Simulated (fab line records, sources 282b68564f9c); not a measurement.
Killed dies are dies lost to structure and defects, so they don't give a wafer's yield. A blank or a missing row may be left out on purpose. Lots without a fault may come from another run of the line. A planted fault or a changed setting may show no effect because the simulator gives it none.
Which tool did it? | flow rit_cmos | 7 lots, 21 wafers sampled, at 1 step of a route of 202

WHAT THE GAUGES READ, wafer by wafer
RIT_NWELL_OVL_MEAS_06.
lot  | measured    | on         | NWELL_OVL (nm)
L245 | day 2 02:42 | overlay-02 | -0.5 -0.7 -1.3
L247 | day 2 13:55 | overlay-02 | 1.6 -0.1 0.6
L253 | day 3 17:26 | overlay-01 | 0.4 -1.8 -1.2
L255 | day 4 05:03 | overlay-01 | -1.1 1.2 -0.5
L262 | day 5 14:23 | overlay-02 | 1.1 -1.8 0.7
L265 | day 6 05:23 | overlay-01 | -1.6 -1.7 -3.6
L267 | day 6 17:28 | overlay-01 | -1.1 -1.3 -1.9

WHICH TOOL RAN EACH LOT (tool, then ch and the chambers of the sampled wafers, then the start)
The record holds no process step before these readings.

THE ANSWER, worked out from the rows above alone
Rule: what is usual is taken from the lots themselves. Put in order of their means at a reading, lots are off if they are a third of the lots or fewer, leave a main group of 4 or more, and stand apart from it by a gap of 3 or more times the standard deviation of the main group's means; of several such gaps the widest counts. A main group whose means are all the same, to the digits that the tables above print for the reading, isn't used. A lot without any number at a reading at which 4 lots or more have one is off too. The other lots that the step has rows for count as sound.
No lot is off at any reading shown: from this, nothing can be told.

WHAT THE SIMULATOR HAD PUT IN
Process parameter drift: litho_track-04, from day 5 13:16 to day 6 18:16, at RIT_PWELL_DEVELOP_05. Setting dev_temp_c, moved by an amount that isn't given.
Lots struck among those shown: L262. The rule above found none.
